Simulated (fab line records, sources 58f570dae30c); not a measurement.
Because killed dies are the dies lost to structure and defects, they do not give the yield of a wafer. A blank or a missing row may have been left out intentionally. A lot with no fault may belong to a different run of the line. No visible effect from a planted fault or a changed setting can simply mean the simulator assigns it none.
Check for tools in common + flow berkeley_cmos170 + Sampled: 14 lots, 42 wafers

WHY IT WAS OPENED
Of 14 lots, 2 have the reading PVT_TW flagged at UCB170_PVT_TW_MEAS_09. Wafers without a fault read 506.7, standard deviation 3.
Rule: a lot is flagged in two cases, either no wafer of it has a number, or all its wafers with numbers fall more than 4 standard deviations from that mean. The other lots count as sound.

| lot  | measured     | on            | PVT_TW, wafer by wafer | flag    |
|------|--------------|---------------|------------------------|---------|
| L914 | day 6 02:07  | film_metro-04 | 506.6 505.7 504.8      |         |
| L915 | day 6 02:23  | film_metro-02 | 504.5 504.3 505.1      |         |
| L916 | day 6 19:59  | film_metro-02 | 506.4 506.8 506.6      |         |
| L917 | day 7 00:02  | film_metro-02 | 506.5 507.9 507.6      |         |
| L919 | day 7 04:15  | film_metro-04 | 506.1 507.2 508.1      |         |
| L920 | day 7 07:43  | film_metro-02 | 510.9 507.5 508.6      |         |
| L924 | day 7 17:53  | film_metro-01 | 571.2 573.0 576.3      | FLAGGED |
| L925 | day 8 06:20  | film_metro-02 | 508.3 508.2 506.3      |         |
| L927 | day 8 12:02  | film_metro-02 | 503.5 509.9 508.0      |         |
| L926 | day 8 12:19  | film_metro-04 | 574.5 578.4 574.3      | FLAGGED |
| L930 | day 9 17:42  | film_metro-01 | 502.3 504.5 500.4      |         |
| L932 | day 9 17:58  | film_metro-02 | 510.9 511.3 508.9      |         |
| L933 | day 10 11:35 | film_metro-01 | 506.0 504.8 505.9      |         |
| L937 | day 10 22:22 | film_metro-02 | 508.1 510.8 509.7      |         |
On average the flagged lots' numbers are 574.6, which is +67.9 against the usual, or +23 standard deviations.

TOOL THAT RAN EACH LOT
The record holds 1 process step before the reading, out of a route of 331 steps. Cell contents, in order: the tool; ch with the chambers the sampled wafers went through; the start.
| lot  | flag    | UCB170_PVT_IMPLANT_07           |
|------|---------|---------------------------------|
| L914 |         | implanter-04 ch 0, day 6 01:52  |
| L915 |         | implanter-01 ch 0, day 6 02:08  |
| L916 |         | implanter-04 ch 0, day 6 19:44  |
| L917 |         | implanter-01 ch 0, day 6 23:50  |
| L919 |         | implanter-01 ch 0, day 7 04:00  |
| L920 |         | implanter-04 ch 0, day 7 07:28  |
| L924 | FLAGGED | implanter-01 ch 0, day 7 17:40  |
| L925 |         | implanter-04 ch 0, day 8 06:07  |
| L927 |         | implanter-04 ch 0, day 8 11:47  |
| L926 | FLAGGED | implanter-01 ch 0, day 8 12:05  |
| L930 |         | implanter-03 ch 0, day 9 17:29  |
| L932 |         | implanter-03 ch 0, day 9 17:45  |
| L933 |         | implanter-03 ch 0, day 10 11:22 |
| L937 |         | implanter-04 ch 0, day 10 22:07 |
These steps, and what they do:
- UCB170_PVT_IMPLANT_07
- UCB170_PVT_TW_MEAS_09

FLAGGED OVER TOTAL, TOOL BY TOOL (the gauges that took the reading come last)
| step                  | tool          | lots run | flagged | share of the flagged lots | sound lots run after its first flagged lot |
|-----------------------|---------------|----------|---------|---------------------------|--------------------------------------------|
| UCB170_PVT_IMPLANT_07 | implanter-01  | 5        | 2       | all                       | 0                                          |
| UCB170_PVT_IMPLANT_07 | implanter-03  | 3        | 0       | none                      | -                                          |
| UCB170_PVT_IMPLANT_07 | implanter-04  | 6        | 0       | none                      | -                                          |
| UCB170_PVT_TW_MEAS_09 | film_metro-01 | 3        | 1       | some                      | 2 (L930,L933)                              |
| UCB170_PVT_TW_MEAS_09 | film_metro-02 | 8        | 0       | none                      | -                                          |
| UCB170_PVT_TW_MEAS_09 | film_metro-04 | 3        | 1       | some                      | 0                                          |

WHAT IS ALLOWED BY THE TABLE
All flagged lots share 1 row of the table, namely implanter-01 at UCB170_PVT_IMPLANT_07.
- implanter-01 at UCB170_PVT_IMPLANT_07 ran 5 lots, 2 of them flagged. Last sound lot L919 at day 7 04:00, first flagged lot L924 at day 7 17:40; a fault beginning in between fits. Its own readings lie more than 4 standard deviations out on every wafer of the flagged lots: dose_ions_cm2, faraday_current_uA.
Just one tool remains: implanter-01 at UCB170_PVT_IMPLANT_07.

WHAT THE SIMULATOR HAD INSERTED
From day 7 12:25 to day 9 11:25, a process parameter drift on implanter-01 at UCB170_PVT_IMPLANT_07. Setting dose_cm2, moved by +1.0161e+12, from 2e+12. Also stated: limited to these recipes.
Struck lots among those shown: L924, L926. This agrees with what the rule above found.
